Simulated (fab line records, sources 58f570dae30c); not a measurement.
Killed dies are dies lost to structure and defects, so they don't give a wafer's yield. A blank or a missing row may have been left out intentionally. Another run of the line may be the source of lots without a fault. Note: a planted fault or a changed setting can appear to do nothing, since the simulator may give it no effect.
Which tool is to blame? || flow berkeley-cmos170 || 42 wafers from 14 lots sampled at 4 of the route's 331 steps

## WHAT THE GAUGES SHOWED, per wafer
UCB170_SDANNEAL_RS_MEAS_04: measures by four-point-probe. Usual: for PLDD_RS the level is 1032.3 ohm/sq and the standard deviation is 2.4.
{"lot": "L726", "measured": "day 7 06:11", "on": "film-metro-03", "PLDD_RS (ohm/sq)": "1033.1 1032.1 1031.9", "flag": ""}
{"lot": "L729", "measured": "day 7 09:03", "on": "film-metro-02", "PLDD_RS (ohm/sq)": "1034.1 1033.2 1032.3", "flag": ""}
{"lot": "L731", "measured": "day 7 21:46", "on": "film-metro-02", "PLDD_RS (ohm/sq)": "1032.8 1032.8 1033.3", "flag": ""}
{"lot": "L730", "measured": "day 7 22:14", "on": "film-metro-01", "PLDD_RS (ohm/sq)": "1034.4 1032.5 1034.5", "flag": ""}
{"lot": "L733", "measured": "day 7 22:34", "on": "film-metro-02", "PLDD_RS (ohm/sq)": "1035.1 1036.4 1031.9", "flag": ""}
{"lot": "L735", "measured": "day 8 22:40", "on": "film-metro-03", "PLDD_RS (ohm/sq)": "1032.4 1030.3 1031.8", "flag": ""}
{"lot": "L734", "measured": "day 8 23:59", "on": "film-metro-02", "PLDD_RS (ohm/sq)": "1034.8 1034.9 1036.3", "flag": ""}
{"lot": "L740", "measured": "day 9 15:19", "on": "film-metro-03", "PLDD_RS (ohm/sq)": "1029.2 1034.9 1035.0", "flag": ""}
{"lot": "L739", "measured": "day 9 15:29", "on": "film-metro-02", "PLDD_RS (ohm/sq)": "1033.5 1034.2 1036.1", "flag": ""}
{"lot": "L742", "measured": "day 10 02:14", "on": "film-metro-03", "PLDD_RS (ohm/sq)": "1029.9 1028.8 1034.1", "flag": ""}
{"lot": "L743", "measured": "day 10 02:40", "on": "film-metro-01", "PLDD_RS (ohm/sq)": "1028.1 1028.5 1029.9", "flag": ""}
{"lot": "L741", "measured": "day 10 05:39", "on": "film-metro-03", "PLDD_RS (ohm/sq)": "951.0 944.9 947.6", "flag": "OFF"}
{"lot": "L745", "measured": "day 10 05:25", "on": "film-metro-02", "PLDD_RS (ohm/sq)": "956.0 954.6 953.6", "flag": "OFF"}
{"lot": "L747", "measured": "day 11 04:55", "on": "film-metro-03", "PLDD_RS (ohm/sq)": "1034.1 1034.0 1031.9", "flag": ""}

UCB170_SDANNEAL_RS_MEAS_05: measures by four-point-probe. Usual: for NLDD_RS the level is 616.2 ohm/sq and the standard deviation is 1.8.
{"lot": "L726", "measured": "day 7 06:19", "on": "film-metro-03", "NLDD_RS (ohm/sq)": "613.7 616.2 615.9", "flag": ""}
{"lot": "L729", "measured": "day 7 09:10", "on": "film-metro-02", "NLDD_RS (ohm/sq)": "614.3 613.2 616.1", "flag": ""}
{"lot": "L731", "measured": "day 7 21:53", "on": "film-metro-02", "NLDD_RS (ohm/sq)": "616.6 618.8 618.3", "flag": ""}
{"lot": "L730", "measured": "day 7 22:21", "on": "film-metro-01", "NLDD_RS (ohm/sq)": "617.3 616.6 615.8", "flag": ""}
{"lot": "L733", "measured": "day 7 22:41", "on": "film-metro-02", "NLDD_RS (ohm/sq)": "614.9 616.7 616.9", "flag": ""}
{"lot": "L735", "measured": "day 8 22:47", "on": "film-metro-03", "NLDD_RS (ohm/sq)": "615.9 617.5 615.0", "flag": ""}
{"lot": "L734", "measured": "day 9 00:07", "on": "film-metro-02", "NLDD_RS (ohm/sq)": "616.5 616.6 615.6", "flag": ""}
{"lot": "L740", "measured": "day 9 15:26", "on": "film-metro-03", "NLDD_RS (ohm/sq)": "617.1 616.1 615.5", "flag": ""}
{"lot": "L739", "measured": "day 9 15:36", "on": "film-metro-02", "NLDD_RS (ohm/sq)": "616.2 617.1 616.7", "flag": ""}
{"lot": "L742", "measured": "day 10 02:22", "on": "film-metro-03", "NLDD_RS (ohm/sq)": "616.0 618.2 617.4", "flag": ""}
{"lot": "L743", "measured": "day 10 02:47", "on": "film-metro-01", "NLDD_RS (ohm/sq)": "613.1 614.2 613.9", "flag": ""}
{"lot": "L741", "measured": "day 10 05:46", "on": "film-metro-03", "NLDD_RS (ohm/sq)": "604.1 605.3 605.5", "flag": "OFF"}
{"lot": "L745", "measured": "day 10 05:32", "on": "film-metro-02", "NLDD_RS (ohm/sq)": "607.3 607.5 607.1", "flag": "OFF"}
{"lot": "L747", "measured": "day 11 05:02", "on": "film-metro-03", "NLDD_RS (ohm/sq)": "618.7 618.3 617.6", "flag": ""}

## WHAT TOOL EACH LOT RAN ON (gives the tool, then ch and the chambers of the sampled wafers, and finally the start)
{"lot": "L726", "UCB170_GATE_ETCH_15": "rie-si-01 ch 1,2,3, day 6 14:17", "UCB170_SPACER_ANNEAL_02": "furnace-04 ch 0, day 6 22:42"}
{"lot": "L729", "UCB170_GATE_ETCH_15": "rie-si-01 ch 1,2,3, day 6 20:14", "UCB170_SPACER_ANNEAL_02": "furnace-02 ch 0, day 7 02:33"}
{"lot": "L731", "UCB170_GATE_ETCH_15": "rie-si-02 ch 0,1,3, day 7 07:01", "UCB170_SPACER_ANNEAL_02": "furnace-04 ch 0, day 7 14:36"}
{"lot": "L730", "UCB170_GATE_ETCH_15": "rie-si-01 ch 0,2,3, day 7 07:10", "UCB170_SPACER_ANNEAL_02": "furnace-04 ch 0, day 7 14:36"}
{"lot": "L733", "UCB170_GATE_ETCH_15": "rie-si-01 ch 0,2,3, day 7 08:47", "UCB170_SPACER_ANNEAL_02": "furnace-04 ch 0, day 7 14:36"}
{"lot": "L735", "UCB170_GATE_ETCH_15": "rie-si-02 ch 1,2,3, day 8 09:03", "UCB170_SPACER_ANNEAL_02": "furnace-02 ch 0, day 8 15:29"}
{"lot": "L734", "UCB170_GATE_ETCH_15": "rie-si-02 ch 1,2,3, day 8 09:53", "UCB170_SPACER_ANNEAL_02": "furnace-02 ch 0, day 8 15:29"}
{"lot": "L740", "UCB170_GATE_ETCH_15": "rie-si-01 ch 1,3, day 8 21:30", "UCB170_SPACER_ANNEAL_02": "furnace-03 ch 0, day 9 05:49"}
{"lot": "L739", "UCB170_GATE_ETCH_15": "rie-si-02 ch 0,2,3, day 8 21:44", "UCB170_SPACER_ANNEAL_02": "furnace-03 ch 0, day 9 05:49"}
{"lot": "L742", "UCB170_GATE_ETCH_15": "rie-si-01 ch 0,1,3, day 9 08:37", "UCB170_SPACER_ANNEAL_02": "furnace-04 ch 0, day 9 18:02"}
{"lot": "L743", "UCB170_GATE_ETCH_15": "rie-si-02 ch 2,3, day 9 08:44", "UCB170_SPACER_ANNEAL_02": "furnace-04 ch 0, day 9 18:02"}
{"lot": "L741", "UCB170_GATE_ETCH_15": "rie-si-01 ch 0,3, day 9 14:13", "UCB170_SPACER_ANNEAL_02": "furnace-04 ch 0, day 9 22:23"}
{"lot": "L745", "UCB170_GATE_ETCH_15": "rie-si-02 ch 0,1,3, day 9 16:50", "UCB170_SPACER_ANNEAL_02": "furnace-04 ch 0, day 9 22:23"}
{"lot": "L747", "UCB170_GATE_ETCH_15": "rie-si-01 ch 0,1,2, day 10 10:07", "UCB170_SPACER_ANNEAL_02": "furnace-03 ch 0, day 10 19:04"}
- UCB170_GATE_ETCH_15: etches poly-Si in HBr/Cl2, stops on SiO2, time 56.3 s, target depth 278.2 nm.
- UCB170_SPACER_ANNEAL_02: time 1800 s.

## AS READ BY THE TOOLS THEMSELVES (means over the sampled wafers that have a number; for cases with no such wafer, the mark the record gives instead)
UCB170_GATE_ETCH_15. Usual: chamber-pressure-mTorr 15.000 mTorr, standard deviation 0.013; drypump-motor-current-A 5.7 A, standard deviation 0.37; he-backside-leak-sccm 2.6 sccm, standard deviation 0.37; oes-product-au 0.833 a.u., standard deviation 0.0096; throttle-valve-pct 26.41 %, standard deviation 0.21.
{"lot": "L726", "tool": "rie-si-01", "chamber-pressure-mTorr (mTorr)": 14.996, "drypump-motor-current-A (A)": 5.9, "he-backside-leak-sccm (sccm)": 2.4, "oes-product-au (a.u.)": 0.827, "throttle-valve-pct (%)": 26.29, "flag": ""}
{"lot": "L729", "tool": "rie-si-01", "chamber-pressure-mTorr (mTorr)": 14.998, "drypump-motor-current-A (A)": 5.8, "he-backside-leak-sccm (sccm)": 2.4, "oes-product-au (a.u.)": 0.831, "throttle-valve-pct (%)": 26.30, "flag": ""}
{"lot": "L731", "tool": "rie-si-02", "chamber-pressure-mTorr (mTorr)": 15.009, "drypump-motor-current-A (A)": 5.8, "he-backside-leak-sccm (sccm)": 2.9, "oes-product-au (a.u.)": 0.827, "throttle-valve-pct (%)": 26.54, "flag": ""}
{"lot": "L730", "tool": "rie-si-01", "chamber-pressure-mTorr (mTorr)": 14.999, "drypump-motor-current-A (A)": 5.8, "he-backside-leak-sccm (sccm)": 2.4, "oes-product-au (a.u.)": 0.837, "throttle-valve-pct (%)": 26.33, "flag": ""}
{"lot": "L733", "tool": "rie-si-01", "chamber-pressure-mTorr (mTorr)": 15.014, "drypump-motor-current-A (A)": 5.8, "he-backside-leak-sccm (sccm)": 2.4, "oes-product-au (a.u.)": 0.840, "throttle-valve-pct (%)": 26.34, "flag": ""}
{"lot": "L735", "tool": "rie-si-02", "chamber-pressure-mTorr (mTorr)": 15.002, "drypump-motor-current-A (A)": 5.6, "he-backside-leak-sccm (sccm)": 2.5, "oes-product-au (a.u.)": 0.840, "throttle-valve-pct (%)": 26.54, "flag": ""}
{"lot": "L734", "tool": "rie-si-02", "chamber-pressure-mTorr (mTorr)": 15.017, "drypump-motor-current-A (A)": 5.5, "he-backside-leak-sccm (sccm)": 2.5, "oes-product-au (a.u.)": 0.840, "throttle-valve-pct (%)": 26.54, "flag": ""}
{"lot": "L740", "tool": "rie-si-01", "chamber-pressure-mTorr (mTorr)": 14.985, "drypump-motor-current-A (A)": 6.1, "he-backside-leak-sccm (sccm)": 2.9, "oes-product-au (a.u.)": 0.827, "throttle-valve-pct (%)": 26.25, "flag": ""}
{"lot": "L739", "tool": "rie-si-02", "chamber-pressure-mTorr (mTorr)": 14.991, "drypump-motor-current-A (A)": 5.5, "he-backside-leak-sccm (sccm)": 2.7, "oes-product-au (a.u.)": 0.832, "throttle-valve-pct (%)": 26.62, "flag": ""}
{"lot": "L742", "tool": "rie-si-01", "chamber-pressure-mTorr (mTorr)": 15.003, "drypump-motor-current-A (A)": 6.1, "he-backside-leak-sccm (sccm)": 2.5, "oes-product-au (a.u.)": 0.843, "throttle-valve-pct (%)": 26.29, "flag": ""}
{"lot": "L743", "tool": "rie-si-02", "chamber-pressure-mTorr (mTorr)": 14.985, "drypump-motor-current-A (A)": 5.7, "he-backside-leak-sccm (sccm)": 2.4, "oes-product-au (a.u.)": 0.830, "throttle-valve-pct (%)": 26.58, "flag": ""}
{"lot": "L741", "tool": "rie-si-01", "chamber-pressure-mTorr (mTorr)": 14.991, "drypump-motor-current-A (A)": 6.1, "he-backside-leak-sccm (sccm)": 2.5, "oes-product-au (a.u.)": 0.836, "throttle-valve-pct (%)": 26.46, "flag": ""}
{"lot": "L745", "tool": "rie-si-02", "chamber-pressure-mTorr (mTorr)": 15.009, "drypump-motor-current-A (A)": 5.8, "he-backside-leak-sccm (sccm)": 2.7, "oes-product-au (a.u.)": 0.832, "throttle-valve-pct (%)": 26.56, "flag": ""}
{"lot": "L747", "tool": "rie-si-01", "chamber-pressure-mTorr (mTorr)": 15.016, "drypump-motor-current-A (A)": 5.8, "he-backside-leak-sccm (sccm)": 3.1, "oes-product-au (a.u.)": 0.831, "throttle-valve-pct (%)": 26.17, "flag": ""}

UCB170_SPACER_ANNEAL_02. Usual: 45 % for zone-power-centre-pct, sd 4.6.
{"lot": "L726", "tool": "furnace-04", "zone-power-centre-pct (%)": 50, "flag": ""}
{"lot": "L729", "tool": "furnace-02", "zone-power-centre-pct (%)": 40, "flag": ""}
{"lot": "L731", "tool": "furnace-04", "zone-power-centre-pct (%)": 50, "flag": ""}
{"lot": "L730", "tool": "furnace-04", "zone-power-centre-pct (%)": 50, "flag": ""}
{"lot": "L733", "tool": "furnace-04", "zone-power-centre-pct (%)": 50, "flag": ""}
{"lot": "L735", "tool": "furnace-02", "zone-power-centre-pct (%)": 40, "flag": ""}
{"lot": "L734", "tool": "furnace-02", "zone-power-centre-pct (%)": 40, "flag": ""}
{"lot": "L740", "tool": "furnace-03", "zone-power-centre-pct (%)": 44, "flag": ""}
{"lot": "L739", "tool": "furnace-03", "zone-power-centre-pct (%)": 43, "flag": ""}
{"lot": "L742", "tool": "furnace-04", "zone-power-centre-pct (%)": 49, "flag": ""}
{"lot": "L743", "tool": "furnace-04", "zone-power-centre-pct (%)": 50, "flag": ""}
{"lot": "L741", "tool": "furnace-04", "zone-power-centre-pct (%)": 50, "flag": ""}
{"lot": "L745", "tool": "furnace-04", "zone-power-centre-pct (%)": 50, "flag": ""}
{"lot": "L747", "tool": "furnace-03", "zone-power-centre-pct (%)": 44, "flag": ""}

## THE ANSWER, worked out from the rows above alone
Rule: take the mean of a lot's wafers that have a number; if it is more than 3 standard deviations from the usual mean, the lot is off. A lot without any number at a reading at which 4 lots or more have one is off too. All remaining lots with rows at the step are treated as sound. First the gauges in route order, then the tools' own readings, where a lot's mean is used as printed above. At the first step where some lot is off, the reading lying furthest off is the one used; lots without a number count as furthest.
Off: at UCB170_SDANNEAL_RS_MEAS_04 (PLDD_RS), L741, L745.
If a tool, at a process step before that reading, ran all the lots that are off and no sound lot after the first of them, it fits. The gauges at UCB170_SDANNEAL_RS_MEAS_04 are tried like those tools. One fits: UCB170_SPACER_ANNEAL_02 on furnace-04. Its last sound lot is L742 (day 9 18:02), its first lot that is off L741 (day 9 22:23): a fault that began between those two fits.

## WHAT THE SIMULATOR HAD PUT IN
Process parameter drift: furnace-04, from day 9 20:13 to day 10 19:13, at UCB170_SPACER_ANNEAL_02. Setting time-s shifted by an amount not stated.
Lots struck among those shown: L745, L741. Same finding as the rule above.
